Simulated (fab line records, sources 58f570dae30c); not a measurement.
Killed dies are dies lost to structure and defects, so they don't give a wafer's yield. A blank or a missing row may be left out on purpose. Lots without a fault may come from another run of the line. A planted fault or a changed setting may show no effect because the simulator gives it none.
Split-lot experiment | flow berkeley_cmos170 | 5 lots, 23 wafers read, on a route of 331 steps

THE SPLIT
At UCB170_CONTACT_COAT_10 (resist thk 900 nm), the setting resist_thk_nm was moved away from the recipe's 900 nm on 6 of the 23 wafers read, by +2.8% to +4.4%. The other wafers ran this setting at the recipe's value.

FROM THE SPLIT TO THE READING: what the file shows between them, 5 steps
- UCB170_CONTACT_EXPOSE_12: exposes mask CONT, target cd 700 nm (also split here: dose_mj)
- UCB170_CONTACT_PEB_13
- UCB170_CONTACT_DEVELOP_14: develop time 45 s
- UCB170_CONTACT_CD_MEAS_15: target cd 700 nm
- UCB170_CONTACT_ETCH_17: etches BARC in N2/H2

THE READING
KrF_of_CONTACT_COAT_10.thk_nm (the simulator's own value, which no gauge read), in nm, at UCB170_CONTACT_ETCH_18 (etches PSG in CHF3/CF4/Ar, stops on TiSi2, target depth 840 nm, time 195 s). The file gives no usual value for it. The 17 wafers here that ran the recipe average 693.0 nm, standard deviation 4.1 nm.

wafer  | tool, chamber at the split | resist_thk_nm as run, nm | against the recipe | KrF_of_CONTACT_COAT_10.thk_nm, nm | against lot-mates on the recipe
L074.2 | litho_track-03, 0          | 900                      | recipe             | 691.9                             | -
L074.3 | litho_track-03, 0          | 940                      | +4.4%              | 738.1                             | +45.7
L074.4 | litho_track-03, 0          | 940                      | +4.4%              | 732.8                             | +40.4
L074.5 | litho_track-03, 0          | 900                      | recipe             | 690.5                             | -
L074.6 | litho_track-03, 0          | 900                      | recipe             | 694.9                             | -
L078.2 | litho_track-04, 0          | 900                      | recipe             | 692.1                             | -
L078.3 | litho_track-04, 0          | 900                      | recipe             | 697.9                             | -
L078.4 | litho_track-04, 0          | 900                      | recipe             | 685.7                             | -
L075.1 | litho_track-02, 0          | 900                      | recipe             | 696.8                             | -
L075.2 | litho_track-02, 0          | 900                      | recipe             | 697.8                             | -
L075.3 | litho_track-02, 0          | 900                      | recipe             | 692.4                             | -
L075.4 | litho_track-02, 0          | 900                      | recipe             | 698.5                             | -
L075.5 | litho_track-02, 0          | 900                      | recipe             | 693.6                             | -
L076.2 | litho_track-02, 0          | 900                      | recipe             | 687.4                             | -
L076.3 | litho_track-02, 0          | 900                      | recipe             | 687.6                             | -
L076.4 | litho_track-02, 0          | 931.1                    | +3.5%              | 720.3                             | +32.4
L076.5 | litho_track-02, 0          | 900                      | recipe             | 688.7                             | -
L076.6 | litho_track-02, 0          | 931.1                    | +3.5%              | 725                               | +37.1
L085.1 | litho_track-04, 0          | 900                      | recipe             | 690.9                             | -
L085.3 | litho_track-04, 0          | 900                      | recipe             | 694.4                             | -
L085.4 | litho_track-04, 0          | 900                      | recipe             | 699.2                             | -
L085.5 | litho_track-04, 0          | 925.3                    | +2.8%              | 720.2                             | +25.4
L085.6 | litho_track-04, 0          | 925.3                    | +2.8%              | 712.2                             | +17.4

THE FIT
A straight line over all 23 wafers: KrF_of_CONTACT_COAT_10.thk_nm changes by +9.04 nm for each +1% of resist_thk_nm; r = +0.96; the points scatter about the line by 4.2 nm.
The same after taking each lot's own level away (the mean of its wafers on the recipe; 23 wafers): +9.42 nm for each +1%; r = +0.98; scatter 3.6 nm.
On that fit, the largest move of resist_thk_nm shifts the reading by 42 nm.
The lots' own levels span 687.90 to 695.82 nm, that is 1.9 times the standard deviation above.
So the lot-to-lot level changes the slope little: the two slopes agree.
Check: with one of the wafers moved furthest among these (+4.4%) left out of the fit, the line predicts +40.4 nm for it against its lot-mates. It came out at +45.7 nm against them.

OTHER SPLITS ON THESE WAFERS
These wafers also went through other splits before the reading. Each is held against what the fit with the lots' levels taken away leaves over:
other split on the same wafers   | wafers away from the commonest value | r with KrF_of_CONTACT_COAT_10.thk_nm (lot level and that fit taken away)
UCB170_PSD_IMPLANT_08 energy_kev | 4                                    | +0.09
UCB170_NSD_EXPOSE_03 dose_mj     | 5                                    | -0.42
UCB170_NSD_IMPLANT_08 energy_kev | 4                                    | -0.15
UCB170_CONTACT_EXPOSE_12 dose_mj | 8                                    | -0.09

THE WHOLE CHAIN: every reading that the file lists as answering this split, in the file's order
step                   | what it does                                                               | reading                                                                        | change (the file's fit)              | r (the file's)
UCB170_CONTACT_COAT_10 | resist thk 900 nm                                                          | KrF_of_CONTACT_COAT_10.thk_nm (the simulator's own value, which no gauge read) | +8.93 nm for each +1% of the setting | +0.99
UCB170_CONTACT_ETCH_18 | etches PSG in CHF3/CF4/Ar, stops on TiSi2, target depth 840 nm, time 195 s | KrF_of_CONTACT_COAT_10.thk_nm (the simulator's own value, which no gauge read) | +9.38 nm for each +1% of the setting | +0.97

THE FILE'S OWN FIT
KrF_of_CONTACT_COAT_10.thk_nm changes by +9.38 nm for each +1% of resist_thk_nm, r = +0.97.
